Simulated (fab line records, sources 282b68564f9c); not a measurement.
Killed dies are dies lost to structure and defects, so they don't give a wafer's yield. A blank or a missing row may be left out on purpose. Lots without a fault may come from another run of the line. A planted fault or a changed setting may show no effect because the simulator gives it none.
Which tool did it? | flow rit_cmos | 15 lots, 45 wafers sampled, at 6 steps of a route of 202

WHAT THE GAUGES READ, wafer by wafer
RIT_ACTIVE_CD_MEAS_90: target cd 1400 nm. Usual: cd_nm 1400.8 nm, standard deviation 2.6.
lot  | measured    | on        | cd_nm (nm)           | flag
L773 | day 1 15:08 | cd_sem-01 | 1400.0 1398.8 1399.8 |
L774 | day 1 20:50 | cd_sem-02 | 1402.2 1401.3 1403.4 |
L775 | day 2 03:20 | cd_sem-01 | 1401.4 1401.1 1402.3 |
L777 | day 2 12:38 | cd_sem-02 | 1403.0 1403.0 1403.2 |
L779 | day 2 22:05 | cd_sem-01 | 1400.9 1400.4 1400.9 |
L780 | day 3 02:08 | cd_sem-01 | 1398.9 1397.5 1398.6 |
L781 | day 3 08:14 | cd_sem-02 | 1403.8 1403.5 1403.7 |
L786 | day 4 08:55 | cd_sem-02 | 1400.1 1398.1 1400.3 |
L788 | day 4 18:01 | cd_sem-02 | 1400.6 1404.0 1401.3 |
L789 | day 5 00:25 | cd_sem-01 | 1392.9 1395.6 1395.7 |
L790 | day 5 04:10 | cd_sem-02 | 1402.4 1402.5 1402.2 |
L791 | day 5 09:10 | cd_sem-01 | 1398.7 1398.5 1397.6 |
L792 | day 5 14:44 | cd_sem-01 | 1399.2 1400.3 1396.6 |
L794 | day 6 00:01 | cd_sem-02 | 1399.5 1398.7 1401.3 |
L796 | day 6 10:17 | cd_sem-02 | 1402.5 1401.3 1401.7 |

RIT_PWELL_OVL_MEAS_06. Usual: PWELL_OVL -0.2 nm, standard deviation 1.4.
lot  | measured    | on         | PWELL_OVL (nm) | flag
L773 | day 1 22:00 | overlay-01 | 1.8 -0.8 -0.7  |
L774 | day 2 05:17 | overlay-02 | -0.9 2.1 -0.9  |
L775 | day 2 11:22 | overlay-02 | -1.5 -2.4 -0.9 |
L777 | day 2 19:47 | overlay-01 | 2.2 1.5 0.3    |
L779 | day 3 08:43 | overlay-01 | 0.4 0.6 1.1    |
L780 | day 3 09:47 | overlay-01 | 2.0 1.8 0.5    |
L781 | day 3 15:03 | overlay-01 | 1.8 1.8 -0.9   |
L786 | day 4 15:52 | overlay-01 | 0.8 0.3 -2.3   |
L788 | day 5 00:55 | overlay-01 | 0.8 0.2 0.5    |
L789 | day 5 07:19 | overlay-01 | 0.3 -1.0 1.4   |
L790 | day 5 10:58 | overlay-02 | 0.2 -1.6 -1.0  |
L791 | day 5 16:08 | overlay-02 | -1.7 -1.1 -1.7 |
L792 | day 5 22:36 | overlay-01 | -2.4 -1.7 -1.4 |
L794 | day 6 08:29 | overlay-02 | -0.7 -2.9 -2.2 |
L796 | day 6 17:08 | overlay-01 | -0.5 -0.2 -0.9 |

RIT_NRETRO_OVL_MEAS_06. Usual: NRETRO_OVL -1.1 nm, standard deviation 1.4.
lot  | measured    | on         | NRETRO_OVL (nm) | flag
L773 | day 2 06:09 | overlay-01 | -0.9 -1.5 0.4   |
L774 | day 2 12:20 | overlay-01 | -1.3 -1.6 -1.2  |
L775 | day 2 18:22 | overlay-02 | -1.4 0.7 2.4    |
L777 | day 3 02:40 | overlay-02 | -0.2 -1.7 -1.6  |
L779 | day 3 15:43 | overlay-01 | - - -           | OFF
L780 | day 3 16:55 | overlay-01 | - - -           | OFF
L781 | day 3 21:55 | overlay-01 | - - -           | OFF
L786 | day 4 22:45 | overlay-02 | -2.2 -2.2 -1.9  |
L788 | day 5 07:47 | overlay-01 | -0.5 0.3 -0.2   |
L789 | day 5 14:19 | overlay-02 | -1.7 -3.2 -1.8  |
L790 | day 5 18:03 | overlay-01 | -1.0 -0.6 -2.8  |
L791 | day 5 23:01 | overlay-02 | -4.3 -1.2 0.2   |
L792 | day 6 05:36 | overlay-01 | 0.8 1.2 1.2     |
L794 | day 6 15:22 | overlay-02 | -0.4 -0.5 -0.9  |
L796 | day 7 00:07 | overlay-02 | -1.8 -0.9 -1.2  |

RIT_PRETRO_TW_MEAS_10. Usual: PRETRO_TW 473, standard deviation 3.5.
lot  | measured    | on            | PRETRO_TW      | flag
L773 | day 2 08:19 | film_metro-04 | 477 476 474    |
L774 | day 2 14:37 | film_metro-01 | 473 474 476    |
L775 | day 2 21:01 | film_metro-01 | 474 475 474    |
L777 | day 3 04:50 | film_metro-01 | 469 469 470    |
L779 | day 3 18:01 | film_metro-01 | 1055 1064 1061 | OFF
L780 | day 3 19:20 | film_metro-01 | 1067 1066 1065 | OFF
L781 | day 4 00:13 | film_metro-01 | 1061 1067 1060 | OFF
L786 | day 5 01:04 | film_metro-01 | 470 469 470    |
L788 | day 5 10:11 | film_metro-02 | 478 476 481    |
L789 | day 5 16:55 | film_metro-02 | 478 479 478    |
L790 | day 5 20:13 | film_metro-04 | 474 473 475    |
L791 | day 6 01:10 | film_metro-04 | 473 477 473    |
L792 | day 6 07:53 | film_metro-01 | 472 478 473    |
L794 | day 6 17:43 | film_metro-01 | 476 474 476    |
L796 | day 7 02:17 | film_metro-04 | 476 475 477    |

RIT_GATE_THK_MEAS_07. Usual: GATE_OXIDE_THK 3.01 nm, standard deviation 0.064.
lot  | measured    | on            | GATE_OXIDE_THK (nm) | flag
L773 | day 2 10:59 | film_metro-03 | 3.06 3.07 3.12      |
L774 | day 2 17:22 | film_metro-02 | 3.08 3.07 3.08      |
L775 | day 3 00:23 | film_metro-03 | 3.01 3.00 3.11      |
L777 | day 3 06:49 | film_metro-02 | 3.09 3.07 3.12      |
L779 | day 3 19:53 | film_metro-03 | 3.02 3.10 3.06      |
L780 | day 3 21:13 | film_metro-02 | 2.98 3.05 3.03      |
L781 | day 4 03:17 | film_metro-03 | 2.99 3.00 3.02      |
L786 | day 5 03:34 | film_metro-04 | 3.00 2.95 3.07      |
L788 | day 5 12:53 | film_metro-02 | 3.08 3.08 2.98      |
L789 | day 5 19:16 | film_metro-03 | 3.01 2.92 3.02      |
L790 | day 5 22:23 | film_metro-03 | 3.07 3.05 3.10      |
L791 | day 6 03:08 | film_metro-04 | 2.85 2.96 2.93      |
L792 | day 6 10:16 | film_metro-04 | 2.91 2.89 2.89      |
L794 | day 6 20:02 | film_metro-03 | 3.03 3.02 3.06      |
L796 | day 7 04:08 | film_metro-03 | 2.95 2.86 2.92      |

WHICH TOOL RAN EACH LOT (tool, then ch and the chambers of the sampled wafers, then the start)
lot  | RIT_NRETRO_COAT_01
L773 | litho_track-02 ch 0, day 2 05:25
L774 | litho_track-02 ch 0, day 2 11:26
L775 | litho_track-03 ch 0, day 2 17:33
L777 | litho_track-02 ch 0, day 3 01:56
L779 | litho_track-02, day 3 14:52
L780 | litho_track-02, day 3 16:05
L781 | litho_track-02, day 3 21:11
L786 | litho_track-02 ch 0, day 4 22:02
L788 | litho_track-04 ch 0, day 5 07:03
L789 | litho_track-02 ch 0, day 5 13:28
L790 | litho_track-04 ch 0, day 5 17:13
L791 | litho_track-04 ch 0, day 5 22:17
L792 | litho_track-04 ch 0, day 6 04:45
L794 | litho_track-02 ch 0, day 6 14:38
L796 | litho_track-04 ch 0, day 6 23:23
- RIT_NRETRO_COAT_01: resist thk 1300 nm.

WHAT THE TOOLS THEMSELVES READ (means of the sampled wafers that have a number; where no wafer has one, the mark that the record gives instead)
RIT_NRETRO_COAT_01. Usual: chill_plate_temp_C 22.99 C, standard deviation 0.1; dispense_pressure_kPa 51.4 kPa, standard deviation 2.4.
lot  | tool           | chill_plate_temp_C (C) | dispense_pressure_kPa (kPa) | flag
L773 | litho_track-02 | 23.00                  | 54.0                        |
L774 | litho_track-02 | 22.87                  | 54.0                        |
L775 | litho_track-03 | 22.76                  | 46.9                        |
L777 | litho_track-02 | 23.04                  | 54.0                        |
L779 | litho_track-02 | -                      | -                           | OFF
L780 | litho_track-02 | -                      | -                           | OFF
L781 | litho_track-02 | -                      | -                           | OFF
L786 | litho_track-02 | 23.13                  | 53.9                        |
L788 | litho_track-04 | 22.95                  | 50.2                        |
L789 | litho_track-02 | 22.93                  | 53.9                        |
L790 | litho_track-04 | 23.07                  | 50.2                        |
L791 | litho_track-04 | 22.99                  | 50.2                        |
L792 | litho_track-04 | 22.99                  | 50.3                        |
L794 | litho_track-02 | 23.06                  | 53.9                        |
L796 | litho_track-04 | 22.95                  | 50.3                        |

THE ANSWER, worked out from the rows above alone
Rule: a lot is off if the mean of its wafers that have a number lies more than 3 standard deviations from the usual mean. A lot without any number at a reading at which 4 lots or more have one is off too. The other lots that the step has rows for count as sound. The gauges are gone through in route order, then the tools' own readings, and for those a lot's mean is taken as printed above. The first step at which some lot is off is used, and at that step the reading that is off furthest; a lot without a number counts as furthest.
Off: L779, L780, L781, at RIT_NRETRO_OVL_MEAS_06 (NRETRO_OVL). Without a number there: L779, L780, L781.
A tool fits if, at a process step before that reading, it ran every lot that is off, and no sound lot after the first of them. The gauges at RIT_NRETRO_OVL_MEAS_06 aren't tried: what is off there is off at RIT_PRETRO_TW_MEAS_10 too, on other tools, and a gauge's error can't cause that. None of those tried fits.

WHAT THE SIMULATOR HAD PUT IN
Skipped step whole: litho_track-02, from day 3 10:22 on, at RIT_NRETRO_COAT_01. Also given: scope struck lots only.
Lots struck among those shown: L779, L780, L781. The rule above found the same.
